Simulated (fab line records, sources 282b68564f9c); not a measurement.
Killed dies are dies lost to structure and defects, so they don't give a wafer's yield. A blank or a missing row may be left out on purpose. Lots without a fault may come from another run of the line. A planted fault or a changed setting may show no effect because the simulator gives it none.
A struck lot beside a sound one | flow rit_cmos | 33 steps out of a route of 202
Sound: wafers L374.2, L374.3, L374.4. Struck: wafers L375.3, L375.5, L375.6. The cause comes at the end.
At each step with rows: each side's tool, then ch and its chambers, then its first start. Under that, the readings that differ: sound wafers | struck wafers | difference of the means | sigmas: that difference in standard deviations of wafers without a fault.
alike: readings whose means differ by less than 2 such deviations, and words and numbers that are the same on both sides. not compared: withheld readings, readings that some wafer has no value for, bounds like >300 that may hide the same value, and numbers for which the record gives no deviation and whose values overlap.
The two part at a step that has a row with sigmas, a row that says differs or no value, or rows on one side only. Numbers that don't overlap but have no deviation are shown without sigmas and don't part them. A reading that every wafer of one side lacks parts them only if that side has two wafers or more.

first, 1 step without rows for these wafers: RIT_PLDD_IMPLANT_08.
RIT_PLDD_STRIP_09: strips in O2, time 180 s.
  sound on plasma_asher-01 ch 0,1, day 4 01:58; struck on plasma_asher-03 ch 0,1, day 4 08:39
  alike: drypump_motor_current_A
  not compared: rf_hours_counter_h
RIT_PLDD_TW_MEAS_10:
  sound on film_metro-02, day 4 02:08; struck on film_metro-01, day 4 08:47
  reading | sound          | struck         | difference | sigmas
  PLDD_TW | 2332 2331 2335 | 2376 2377 2374 | +43        | +2
then, 4 steps without rows for these wafers: RIT_SPACER_CLEAN_00 (cleans in SC1, time 600 s); RIT_SPACER_CLEAN_01 (cleans in dHF, time 30 s); RIT_SPACER_CLEAN_02 (cleans in SC2, time 600 s); RIT_SPACER_CVD_03 (deposits Si3N4 from SiH2Cl2/NH3, target thk 250 nm, time 3300 s).
RIT_SPACER_THK_MEAS_04:
  sound on film_metro-01, day 4 05:28; struck on film_metro-03, day 4 11:08
  alike: SPACER_NITRIDE_THK
RIT_SPACER_ETCHBACK_05: etches Si3N4 in SF6/CHF3, stops on SiO2, target depth 250 nm, time 240 s.
  sound on rie_diel-03 ch 1,2,3, day 4 05:31; struck on rie_diel-01 ch 2,3, day 4 11:10
  alike: CHF3_flow_sccm, drypump_motor_current_A, oes_product_au, throttle_valve_pct
  not compared: rf_hours_counter_h
then, 3 steps without rows for these wafers: RIT_NSD_HMDS_00 (prime time 60 s); RIT_NSD_COAT_01 (resist thk 1000 nm); RIT_NSD_SOFTBAKE_02 (time 60 s).
RIT_NSD_EXPOSE_03: exposes mask M9, target cd 40700 nm.
  sound on iline_stepper-02 ch 0, day 4 06:27; struck on iline_stepper-01 ch 0, day 4 12:02
  reading | sound          | struck            | difference | sigmas
  mask    | M9#0 M9#0 M9#0 | M10#0 M10#0 M10#0 | differs    |
then, 2 steps without rows for these wafers: RIT_NSD_PEB_04; RIT_NSD_DEVELOP_05 (develop time 50 s).
RIT_NSD_OVL_MEAS_06:
  sound on overlay-02, day 4 06:50; struck on overlay-01, day 4 12:25
  reading      | sound          | struck | difference                    | sigmas
  NSD_OVL (nm) | -1.8 -1.6 -3.6 | - - -  | no value on the struck wafers |
then, 2 steps without rows for these wafers: RIT_NSD_HARDBAKE_07 (time 60 s); RIT_NSD_IMPLANT_08.
RIT_NSD_STRIP_09: strips in O2, time 180 s.
  sound on plasma_asher-01 ch 0,1, day 4 07:10; struck on plasma_asher-04 ch 0,1, day 4 12:49
  alike: drypump_motor_current_A
  not compared: rf_hours_counter_h
RIT_NSD_TW_MEAS_10:
  sound on film_metro-03, day 4 07:21; struck on film_metro-01, day 4 12:57
  reading | sound          | struck   | difference | sigmas
  NSD_TW  | 3064 3067 3077 | 30 30 30 | -3039      | -98
then, 6 steps without rows for these wafers: RIT_PSD_HMDS_00 (prime time 60 s); RIT_PSD_COAT_01 (resist thk 1000 nm); RIT_PSD_SOFTBAKE_02 (time 60 s); RIT_PSD_EXPOSE_03 (exposes mask M10, target cd 40900 nm); RIT_PSD_PEB_04; RIT_PSD_DEVELOP_05 (develop time 50 s).
RIT_PSD_OVL_MEAS_06:
  sound on overlay-01, day 4 08:29; struck on overlay-02, day 4 14:12
  alike: PSD_OVL
then, 2 steps without rows for these wafers: RIT_PSD_HARDBAKE_07 (time 60 s); RIT_PSD_IMPLANT_08.
RIT_PSD_STRIP_09: strips in O2, time 180 s.
  sound on plasma_asher-02 ch 0,1, day 4 08:49; struck on plasma_asher-02 ch 0,1, day 4 14:41
  alike: drypump_motor_current_A
  not compared: rf_hours_counter_h
RIT_PSD_TW_MEAS_10:
  sound on film_metro-03, day 4 09:01; struck on film_metro-01, day 4 14:49
  reading | sound          | struck         | difference | sigmas
  PSD_TW  | 3367 3392 3376 | 3668 3674 3665 | +291       | +9
then, 1 step without rows for these wafers: RIT_SDANNEAL_CLEAN_00 (cleans in SC1, time 600 s).
RIT_M1_PROBE_99:
  the record has rows for the struck wafers here (prober-01, day 4 22:40) and none for the sound ones

WHERE THEY PART
First at RIT_PLDD_TW_MEAS_10; last, within this record, at RIT_M1_PROBE_99.

WHY: what the simulator had put in
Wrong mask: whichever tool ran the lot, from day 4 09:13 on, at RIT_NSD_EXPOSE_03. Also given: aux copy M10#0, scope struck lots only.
